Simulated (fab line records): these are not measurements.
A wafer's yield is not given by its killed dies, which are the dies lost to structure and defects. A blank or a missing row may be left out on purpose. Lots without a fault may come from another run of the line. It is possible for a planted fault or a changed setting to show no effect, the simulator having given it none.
fab line records + flow rit_cmos
[record]
- lots = 14
- wafers = 42
- last_day = 7
route steps=202 shown GATE@95 M1@202
lots untouched by any fault: they come from a run of this same line in which no faults occurred
start_h: hours from the record's opening day to when the first of the lot's shown wafers began + wait_h: hours from the lot's prior step to this one + " repeats the value in the row above + L1.1+2: one row covering several wafers at once + - value missing, or start not given + * or withheld: withheld + < > ~ a bound
route shown NAME@n: NAME is a module with steps in the file, n the number in the route of the first one + usual: mean/standard deviation taken from wafers without a fault + same: alike in all rows + chamber/n: place in a boat + sites: per-site readings + _std_site: standard deviation across them + _edge_site: mean of outer sites minus mean of inner sites + radius_mm: how far each site lies from the wafer's centre + mask NAME#n: copy n + behind: the tool/chamber that last shaped the wafer + hold: reason for holding the lot/hours on hold/outcome of the hold + device: which transistor (n, p or np) failed to switch + end of line: at the end of the route, the tests of the same wafers + a step without rows: its recipe alone + killed: not the wafer's yield, but the dies lost to structure and defects at the first sort + map: shows each die of a wafer: x if killed, . if not, _ if none is there
set.NAME: the setting that was run; set.NAME@STEP: the one run at that earlier step + model.NAME: the simulator's own value behind a step, which no gauge read
route steps across a sampled set of lots; one table per step, one row per wafer
services: from which hour (start_h, from the record's first day; less than 0 if before it) a tool's chamber was out of use, for how many hours, and why
[[steps]]
[step RIT_GATE_ETCH_19]
[recipe]
- chemistry = SF6/CHF3/O2
- time_s = 165
- SF6_flow_sccm = 30
- CHF3_flow_sccm = 30
- O2_flow_sccm = 5
- target = poly-Si
- pressure_mtorr = 40
- rf_w = 160
- target_depth_a = 3125
- over_etch_frac = 0.25
- stop_on = SiO2
[usual]
- chamber_pressure_mTorr = 40.00/0.035
- drypump_motor_current_A = 5.7/0.45
- oes_product_au = 0.851/0.017
- throttle_valve_pct = 10.24/0.11
| lot.wafer | tool      | chamber | start_h | wait_h | chamber_pressure_mTorr | drypump_motor_current_A | oes_product_au | rf_hours_counter_h | throttle_valve_pct |
|-----------|-----------|---------|---------|--------|------------------------|-------------------------|----------------|--------------------|--------------------|
| L990.1    | rie_si-01 | 0       | 39.36   | 0.1    | 40.01                  | 5.3                     | 0.845          | 35                 | 10.15              |
| L990.5    | "         | 0       | "       | "      | 39.93                  | 5.3                     | 0.845          | -                  | 10.18              |
| L990.6    | "         | 1       | "       | "      | 39.97                  | 6.4                     | 0.869          | -                  | 10.31              |
| L991.1    | rie_si-02 | 1       | 47.56   | 0.1    | 39.96                  | 5.4                     | 0.857          | 1                  | 10.28              |
| L991.2    | "         | 0       | "       | "      | 40.01                  | 5.7                     | 0.845          | 128                | 10.03              |
| L991.6    | "         | 1       | "       | "      | 39.99                  | 5.4                     | 0.847          | -                  | 10.28              |
| L993.1    | rie_si-02 | 0       | 55.70   | 0.1    | 39.97                  | 5.7                     | 0.850          | 128                | 10.06              |
| L993.3    | "         | 1       | "       | "      | 39.96                  | 5.4                     | 0.855          | 1                  | 10.27              |
| L993.6    | "         | 1       | "       | "      | 39.97                  | 5.5                     | 0.856          | -                  | 10.28              |
| L994.2    | rie_si-01 | 3       | 62.45   | 0.1    | 40.01                  | 5.4                     | 0.817          | 61                 | 10.23              |
| L994.4    | "         | 0       | "       | "      | 39.97                  | 5.3                     | 0.853          | 35                 | 10.17              |
| L994.6    | "         | 2       | "       | "      | 39.99                  | 6.1                     | 0.870          | -                  | 10.37              |
| L995.1    | rie_si-02 | 2       | 66.66   | 0.1    | 39.98                  | 6.3                     | 0.841          | 11                 | 10.39              |
| L995.3    | "         | 3       | "       | "      | 39.99                  | 5.1                     | 0.836          | 18                 | 10.13              |
| L995.6    | "         | 3       | "       | "      | 40.04                  | 5.1                     | 0.821          | -                  | 10.14              |
| L996.2    | rie_si-01 | 0       | 70.29   | 0.1    | 40.00                  | 5.3                     | 0.841          | 35                 | 10.16              |
| L996.4    | "         | 2       | "       | "      | 39.97                  | 6.1                     | 0.862          | 127                | 10.35              |
| L996.5    | "         | 2       | "       | "      | 40.01                  | 6.1                     | 0.858          | -                  | 10.36              |
| L997.1    | rie_si-02 | 3       | 73.61   | 0.1    | 39.97                  | 5.1                     | 0.834          | 18                 | 10.14              |
| L997.4    | "         | 2       | "       | "      | 39.98                  | 6.3                     | 0.852          | 11                 | 10.40              |
| L997.6    | "         | 1       | "       | "      | 40.02                  | 5.4                     | 0.864          | -                  | 10.27              |
| L998.1    | rie_si-01 | 1       | 82.96   | 0.1    | 40.01                  | 6.5                     | 0.872          | 77                 | 10.31              |
| L998.5    | "         | 3       | "       | "      | 40.00                  | 5.4                     | 0.821          | -                  | 10.22              |
| L998.6    | "         | 0       | "       | "      | 40.01                  | 5.3                     | 0.841          | -                  | 10.16              |
| L999.1    | rie_si-02 | 0       | 85.73   | 0.1    | 40.10                  | 5.7                     | 0.852          | 128                | 10.04              |
| L999.2    | "         | 2       | "       | "      | 40.03                  | 6.3                     | 0.843          | 11                 | 10.40              |
| L999.3    | "         | 1       | "       | "      | 40.08                  | 5.4                     | 0.869          | 1                  | 10.29              |
| L100.1    | rie_si-01 | 3       | 87.26   | 0.1    | 40.00                  | 5.4                     | 0.834          | 62                 | 10.24              |
| L100.5    | "         | 0       | "       | "      | 40.01                  | 5.3                     | 0.859          | -                  | 10.17              |
| L100.6    | "         | 3       | "       | "      | 40.06                  | 5.4                     | 0.832          | -                  | 10.21              |
| L101.2    | rie_si-02 | 0       | 93.05   | 0.1    | 39.98                  | 5.7                     | 0.847          | 128                | 10.06              |
| L101.4    | "         | 3       | "       | "      | 39.94                  | 5.1                     | 0.842          | 18                 | 10.17              |
| L101.5    | "         | 1       | "       | "      | 39.97                  | 5.5                     | 0.867          | -                  | 10.26              |
| L103.1    | rie_si-02 | 3       | 106.48  | 0.1    | 40.02                  | 5.1                     | 0.836          | 18                 | 10.15              |
| L103.4    | "         | 2       | "       | "      | 39.96                  | 6.3                     | 0.849          | 12                 | 10.40              |
| L103.5    | "         | 2       | "       | "      | 40.04                  | 6.3                     | 0.845          | -                  | 10.41              |
| L104.2    | rie_si-01 | 2       | 108.46  | 0.1    | 39.98                  | 6.1                     | 0.858          | 127                | 10.37              |
| L104.3    | "         | 0       | "       | "      | 40.02                  | 5.3                     | 0.839          | 36                 | 10.15              |
| L104.5    | "         | 3       | "       | "      | 40.01                  | 5.4                     | 0.818          | -                  | 10.23              |
| L112.1    | rie_si-01 | 0       | 151.71  | 0.1    | 39.96                  | 5.3                     | 0.850          | 36                 | 10.17              |
| L112.2    | "         | 2       | "       | "      | 40.04                  | 6.1                     | 0.875          | 128                | 10.36              |
| L112.4    | "         | 1       | "       | "      | 40.01                  | 6.4                     | 0.862          | 78                 | 10.33              |
[step RIT_M1_PROBE_99]
[usual]
- killed_at_M0_to_M3 = 0.0/0.23
- killed_at_contacts = 0.1/0.34
- killed_at_front_end = 6.9/2.8
- killed_dies = 7.1/2.8
- killed_on_rim = 1.8/1.3
- killed_open = 3.4/1.9
- killed_short = 3.6/1.7
[same]
- gross_dies = 264
- killed_at_M4_up = 0
- killed_at_back_side = 0
- killed_at_other = 0
| lot.wafer | tool      | chamber | start_h | wait_h | hold                     | killed_at_M0_to_M3 | killed_at_contacts | killed_at_front_end | killed_dies | killed_on_rim | killed_open | killed_short |
|-----------|-----------|---------|---------|--------|--------------------------|--------------------|--------------------|---------------------|-------------|---------------|-------------|--------------|
| L990.1    | prober-01 | -       | 63.51   | 0.1    | -                        | 0                  | 0                  | 4                   | 4           | 0             | 1           | 3            |
| L990.5    | prober-01 | -       | 63.71   | 0.2    | -                        | 0                  | 0                  | 14                  | 14          | 3             | 4           | 10           |
| L990.6    | prober-01 | -       | 63.76   | 0.2    | -                        | 0                  | 1                  | 8                   | 9           | 3             | 5           | 4            |
| L991.1    | prober-02 | -       | 70.86   | 0.1    | -                        | 0                  | 0                  | 6                   | 6           | 2             | 1           | 5            |
| L991.2    | prober-02 | -       | 70.91   | 0.1    | -                        | 0                  | 0                  | 11                  | 11          | 6             | 6           | 5            |
| L991.6    | prober-02 | -       | 71.11   | 0.2    | -                        | 0                  | 0                  | 8                   | 8           | 3             | 6           | 2            |
| L993.1    | prober-02 | -       | 76.22   | 0.1    | -                        | 0                  | 0                  | 5                   | 5           | 2             | 1           | 4            |
| L993.3    | prober-02 | -       | 76.32   | 0.2    | -                        | 0                  | 0                  | 5                   | 5           | 2             | 1           | 4            |
| L993.6    | prober-02 | -       | 76.47   | 0.2    | -                        | 0                  | 0                  | 7                   | 7           | 4             | 4           | 3            |
| L994.2    | prober-01 | -       | 82.16   | 0.1    | -                        | 0                  | 0                  | 5                   | 5           | 2             | 2           | 3            |
| L994.4    | prober-01 | -       | 82.26   | 0.2    | -                        | 0                  | 0                  | 6                   | 6           | 4             | 4           | 2            |
| L994.6    | prober-01 | -       | 82.36   | 0.2    | -                        | 0                  | 0                  | 7                   | 7           | 1             | 3           | 4            |
| L995.1    | prober-02 | -       | 86.58   | 0.1    | -                        | 0                  | 0                  | 8                   | 8           | 2             | 3           | 5            |
| L995.3    | prober-02 | -       | 86.68   | 0.2    | -                        | 0                  | 0                  | 8                   | 8           | 1             | 2           | 6            |
| L995.6    | prober-02 | -       | 86.83   | 0.2    | -                        | 0                  | 0                  | 8                   | 8           | 2             | 4           | 4            |
| L996.2    | prober-01 | -       | 91.17   | 0.1    | -                        | 0                  | 0                  | 5                   | 5           | 1             | 3           | 2            |
| L996.4    | prober-01 | -       | 91.27   | 0.2    | -                        | 0                  | 0                  | 10                  | 10          | 7             | 3           | 7            |
| L996.5    | prober-01 | -       | 91.32   | 0.2    | -                        | 0                  | 0                  | 4                   | 4           | 1             | 2           | 2            |
| L997.1    | prober-02 | -       | 93.37   | 0.1    | -                        | 1                  | 0                  | 6                   | 7           | 0             | 2           | 5            |
| L997.4    | prober-02 | -       | 93.52   | 0.2    | -                        | 0                  | 0                  | 6                   | 6           | 1             | 4           | 2            |
| L997.6    | prober-02 | -       | 93.62   | 0.2    | -                        | 0                  | 0                  | 5                   | 5           | 1             | 1           | 4            |
| L998.1    | prober-01 | -       | 104.25  | 0.1    | -                        | 0                  | 0                  | 6                   | 6           | 1             | 3           | 3            |
| L998.5    | prober-01 | -       | 104.45  | 0.2    | -                        | 0                  | 0                  | 6                   | 6           | 1             | 3           | 3            |
| L998.6    | prober-01 | -       | 104.50  | 0.2    | -                        | 0                  | 0                  | 9                   | 9           | 1             | 6           | 3            |
| L999.1    | prober-02 | -       | 107.43  | 0.1    | -                        | 1                  | 0                  | 7                   | 8           | 1             | 3           | 5            |
| L999.2    | prober-02 | -       | 107.48  | 0.1    | -                        | 0                  | 0                  | 7                   | 7           | 2             | 4           | 3            |
| L999.3    | prober-02 | -       | 107.53  | 0.2    | -                        | 0                  | 0                  | 7                   | 7           | 0             | 3           | 4            |
| L100.1    | prober-01 | -       | 109.29  | 0.1    | -                        | 0                  | 0                  | 6                   | 6           | 1             | 2           | 4            |
| L100.5    | prober-01 | -       | 109.49  | 0.2    | -                        | 0                  | 1                  | 9                   | 10          | 3             | 6           | 3            |
| L100.6    | prober-01 | -       | 109.54  | 0.2    | -                        | 1                  | 2                  | 6                   | 9           | 2             | 2           | 4            |
| L101.2    | prober-02 | -       | 114.19  | 0.1    | await_dispo/0.7h/release | 0                  | 0                  | 26                  | 26          | 8             | 4           | 2            |
| L101.4    | prober-02 | -       | 114.29  | 0.2    | await_dispo/0.7h/release | 0                  | 0                  | 34                  | 34          | 10            | 4           | 0            |
| L101.5    | prober-02 | -       | 114.34  | 0.2    | await_dispo/0.7h/release | 0                  | 0                  | 25                  | 25          | 8             | 3           | 4            |
| L103.1    | prober-02 | -       | 128.48  | 0.1    | await_dispo/1.5h/release | 0                  | 1                  | 33                  | 34          | 9             | 1           | 0            |
| L103.4    | prober-02 | -       | 128.63  | 0.2    | await_dispo/1.5h/release | 0                  | 0                  | 39                  | 39          | 9             | 4           | 4            |
| L103.5    | prober-02 | -       | 128.68  | 0.2    | await_dispo/1.5h/release | 0                  | 0                  | 36                  | 36          | 9             | 1           | 4            |
| L104.2    | prober-01 | -       | 130.03  | 0.1    | -                        | 0                  | 0                  | 4                   | 4           | 1             | 2           | 2            |
| L104.3    | prober-01 | -       | 130.08  | 0.2    | -                        | 0                  | 0                  | 3                   | 3           | 1             | 2           | 1            |
| L104.5    | prober-01 | -       | 130.18  | 0.2    | -                        | 0                  | 0                  | 6                   | 6           | 2             | 4           | 2            |
| L112.1    | prober-02 | -       | 173.28  | 0.1    | -                        | 0                  | 0                  | 6                   | 6           | 0             | 3           | 3            |
| L112.2    | prober-02 | -       | 173.33  | 0.1    | -                        | 0                  | 0                  | 5                   | 5           | 0             | 1           | 4            |
| L112.4    | prober-02 | -       | 173.43  | 0.2    | -                        | 0                  | 0                  | 6                   | 6           | 1             | 3           | 3            |
// killed by level:class
L990.1 GATE:geometric_particle:short=1 REOX:geometric_particle:short=1 SPACER:geometric_particle:open=1 SPACER:geometric_particle:short=1
L990.5 GATE:geometric_particle:short=3 SPACER:geometric_particle:short=3 FOX1:geometric_particle:open=2 SILICIDE:geometric_particle:short=2 FOX1:geometric_particle:short=1 GATE:geometric_particle:open=1 REOX:geometric_particle:short=1 SPACER:geometric_particle:open=1
L990.6 FOX1:geometric_particle:short=2 SPACER:geometric_particle:open=2 FOX2:geometric_particle:open=1 FOX2:geometric_particle:short=1 REOX:geometric_particle:open=1 REOX:geometric_particle:short=1 CONTACT:geometric_particle:open=1
L991.1 FOX1:geometric_particle:short=2 SILICIDE:geometric_particle:short=2 FOX1:geometric_particle:open=1 REOX:geometric_particle:short=1
L991.2 REOX:geometric_particle:open=3 GATE:geometric_particle:short=2 GATE:geometric_particle:open=2 SILICIDE:geometric_particle:short=2 FOX2:geometric_particle:open=1 SPACER:geometric_particle:short=1
L991.6 REOX:geometric_particle:open=3 FOX1:geometric_particle:open=1 GATE:geometric_particle:open=1 GATE:geometric_particle:short=1 REOX:geometric_particle:short=1 SILICIDE:geometric_particle:open=1
L993.1 GATE:geometric_particle:short=2 FOX1:geometric_particle:short=1 GATE:geometric_particle:open=1 REOX:geometric_particle:short=1
L993.3 FOX1:geometric_particle:short=1 GATE:geometric_particle:short=1 GATE:geometric_particle:open=1 SPACER:geometric_particle:short=1 SILICIDE:geometric_particle:short=1
L993.6 REOX:geometric_particle:open=4 GATE:geometric_particle:short=1 REOX:geometric_particle:short=1 SPACER:geometric_particle:short=1
L994.2 GATE:geometric_particle:short=3 GATE:geometric_particle:open=1 REOX:geometric_particle:open=1
L994.4 GATE:geometric_particle:open=2 FOX2:geometric_particle:short=1 FOX2:geometric_particle:open=1 REOX:geometric_particle:short=1 SILICIDE:geometric_particle:open=1
L994.6 FOX1:geometric_particle:short=2 FOX2:geometric_particle:open=2 GATE:geometric_particle:short=1 SPACER:geometric_particle:short=1 SILICIDE:geometric_particle:open=1
L995.1 GATE:geometric_particle:short=3 REOX:geometric_particle:short=2 FOX2:geometric_particle:open=1 GATE:geometric_particle:open=1 SPACER:geometric_particle:open=1
L995.3 GATE:geometric_particle:short=3 GATE:geometric_particle:open=2 REOX:geometric_particle:short=2 FOX1:geometric_particle:short=1
L995.6 REOX:geometric_particle:short=2 FOX1:geometric_particle:open=1 GATE:geometric_particle:open=1 SPACER:geometric_particle:open=1 SPACER:geometric_particle:short=1 SILICIDE:geometric_particle:short=1 SILICIDE:geometric_particle:open=1
L996.2 SPACER:geometric_particle:open=3 FOX2:geometric_particle:short=1 GATE:geometric_particle:short=1
L996.4 SILICIDE:geometric_particle:short=3 GATE:geometric_particle:open=2 GATE:geometric_particle:short=2 REOX:geometric_particle:short=1 SPACER:geometric_particle:open=1 SPACER:geometric_particle:short=1
L996.5 FOX2:geometric_particle:short=1 FOX2:geometric_particle:open=1 GATE:geometric_particle:open=1 REOX:geometric_particle:short=1
L997.1 FOX1:geometric_particle:open=1 FOX2:geometric_particle:short=1 GATE:geometric_particle:short=1 GATE:geometric_particle:open=1 SPACER:geometric_particle:short=1 SILICIDE:geometric_particle:short=1 M1:geometric_particle:short=1
L997.4 REOX:geometric_particle:open=3 FOX1:geometric_particle:short=1 SPACER:geometric_particle:open=1 SPACER:geometric_particle:short=1
L997.6 GATE:geometric_particle:short=3 FOX1:geometric_particle:open=1 SILICIDE:geometric_particle:short=1
L998.1 FOX1:geometric_particle:open=2 FOX1:geometric_particle:short=1 GATE:geometric_particle:short=1 REOX:geometric_particle:open=1 REOX:geometric_particle:short=1
L998.5 SILICIDE:geometric_particle:short=2 FOX1:geometric_particle:open=1 FOX2:geometric_particle:short=1 GATE:geometric_particle:open=1 SPACER:geometric_particle:open=1
L998.6 GATE:geometric_particle:open=6 FOX2:geometric_particle:short=1 REOX:geometric_particle:short=1 SILICIDE:geometric_particle:short=1
L999.1 GATE:geometric_particle:short=3 FOX1:geometric_particle:open=1 GATE:geometric_particle:open=1 REOX:geometric_particle:short=1 SPACER:geometric_particle:open=1 M1:geometric_particle:short=1
L999.2 REOX:geometric_particle:short=2 FOX1:geometric_particle:short=1 FOX2:geometric_particle:open=1 GATE:geometric_particle:open=1 REOX:geometric_particle:open=1 SILICIDE:geometric_particle:open=1
L999.3 REOX:geometric_particle:open=3 GATE:geometric_particle:short=2 SPACER:geometric_particle:short=1 SILICIDE:geometric_particle:short=1
L100.1 REOX:geometric_particle:short=2 SPACER:geometric_particle:short=2 GATE:geometric_particle:open=1 SPACER:geometric_particle:open=1
L100.5 SPACER:geometric_particle:open=3 FOX2:geometric_particle:open=2 SILICIDE:geometric_particle:short=2 FOX2:geometric_particle:short=1 SILICIDE:geometric_particle:open=1 CONTACT:coat_microbubble_printed=1
L100.6 FOX2:geometric_particle:short=2 CONTACT:coat_microbubble_printed=2 FOX2:geometric_particle:open=1 GATE:geometric_particle:short=1 REOX:geometric_particle:open=1 SILICIDE:geometric_particle:short=1 M1:coat_microbubble_printed=1
L101.2 GATE:unspecified=20 FOX1:geometric_particle:open=1 FOX1:geometric_particle:short=1 GATE:geometric_particle:open=1 SPACER:geometric_particle:open=1 SPACER:geometric_particle:short=1 SILICIDE:geometric_particle:open=1
L101.4 GATE:unspecified=30 GATE:geometric_particle:open=2 REOX:geometric_particle:open=1 SILICIDE:geometric_particle:open=1
L101.5 GATE:unspecified=18 GATE:geometric_particle:short=2 GATE:geometric_particle:open=2 SILICIDE:geometric_particle:short=2 REOX:geometric_particle:open=1
L103.1 GATE:unspecified=33 CONTACT:geometric_particle:open=1
L103.4 GATE:unspecified=31 GATE:geometric_particle:short=2 SILICIDE:geometric_particle:open=2 FOX1:geometric_particle:short=1 REOX:geometric_particle:open=1 SPACER:geometric_particle:open=1 SPACER:geometric_particle:short=1
L103.5 GATE:unspecified=31 GATE:geometric_particle:short=2 SPACER:geometric_particle:short=1 SPACER:geometric_particle:open=1 SILICIDE:geometric_particle:short=1
L104.2 FOX1:geometric_particle:open=1 FOX2:geometric_particle:short=1 SPACER:geometric_particle:short=1 SPACER:geometric_particle:open=1
L104.3 GATE:geometric_particle:open=1 SPACER:geometric_particle:open=1 SILICIDE:geometric_particle:short=1
L104.5 SPACER:geometric_particle:open=2 FOX1:geometric_particle:short=1 GATE:geometric_particle:open=1 REOX:geometric_particle:short=1 SILICIDE:geometric_particle:open=1
L112.1 GATE:geometric_particle:short=3 GATE:geometric_particle:open=1 REOX:geometric_particle:open=1 SPACER:geometric_particle:open=1
L112.2 SILICIDE:geometric_particle:short=2 GATE:geometric_particle:open=1 GATE:geometric_particle:short=1 SPACER:geometric_particle:short=1
L112.4 ACTIVE:geometric_particle:short=1 FOX1:geometric_particle:short=1 REOX:geometric_particle:open=1 SPACER:geometric_particle:short=1 SPACER:geometric_particle:open=1 SILICIDE:geometric_particle:open=1
[[services]]
| tool      | chamber | start_h | hours | kind   |
|-----------|---------|---------|-------|--------|
| rie_si-02 | -       | 29.90   | 2.8   | pm     |
| rie_si-02 | 2       | 33.58   | 2.7   | repair |
[[key]]
[first_sign]
- step = RIT_M1_PROBE_99
- reading = killed_dies
- direction = up
- sigmas = 9.2
- usual = 7.1
- struck = 32.3
[effect]
- step = RIT_M1_PROBE_99
- reading = killed_at_front_end
- direction = up
- sigmas = 9.1
- usual = 6.9
- struck = 32.2
met_at RIT_GATE_ETCH_19
struck_lots L101,L103
tester_left_out L101,L103
onset_between 85.73 93.05
[fault]
- kind = chamber_particle_source
- tool = rie_si-02
- chamber = -
- onset_h = 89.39
- steps = RIT_GATE_ETCH_19
- rate_per_visit_cm2 = 1.3786
- end_h = 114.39
// tester_left_out: of these lots the tester's yield and bins aren't shown, on N5 and GAA mostly nor the transistor test; their killed dies are dies lost to structure and defects alone, not to doping, threshold or leakage, so they don't give the yield
